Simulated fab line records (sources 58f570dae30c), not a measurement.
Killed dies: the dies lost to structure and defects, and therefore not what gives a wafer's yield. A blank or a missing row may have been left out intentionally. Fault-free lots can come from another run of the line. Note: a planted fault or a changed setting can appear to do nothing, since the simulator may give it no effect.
Matching of chambers    flow berkeley cmos170    UCB170_CONTACT_ETCH_17 on rie diel-03: 4 sister chambers
The step etches BARC in N2/H2. 7 wafers are shown with their chamber, then 7 later ones without.

## EACH WAFER AND ITS CHAMBER
wafer   chamber  drypump motor current A (A)  throttle valve pct (%)
L794.1  3        5.0                          13.50
L794.2  1        5.8                          13.51
L803.1  3        5.0                          13.49
L803.4  0        6.2                          13.50
L803.5  2        5.4                          13.21
L806.1  0        6.1                          13.48
L806.2  2        5.4                          13.21

## WAFERS MISSING THEIR CHAMBER
wafer   drypump motor current A (A)  throttle valve pct (%)
L806.5  5.8                          13.57
L809.2  5.0                          13.49
L809.3  6.1                          13.49
L809.5  6.1                          13.48
L808.1  5.8                          13.55
L808.2  5.0                          13.50
L808.3  6.1                          13.51

## THE CHAMBER EACH PASSED THROUGH
wafer   from the rows above  in truth
L806.5  1                    1
L809.2  3                    3
L809.3  0                    0
L809.5  0                    0
L808.1  1                    1
L808.2  3                    3
L808.3  0                    0
Placed correctly: 7 of 7. Number that these rows cannot place: 0. Wrongly placed: 0.
How it was worked out, from the rows above alone: a wafer's distance from a chamber is the root of the sum, over the readings, of the square of ((its reading less the chamber's mean) divided by the reading's scatter). If the next closest chamber is less than 2 further off than the closest, the wafer can't be placed; otherwise it belongs to the closest. A chamber's mean is the mean of its shown wafers. The scatter: the root of (the sum of the squares of (reading less its chamber's mean) over the shown wafers, divided by (wafers less chambers)).
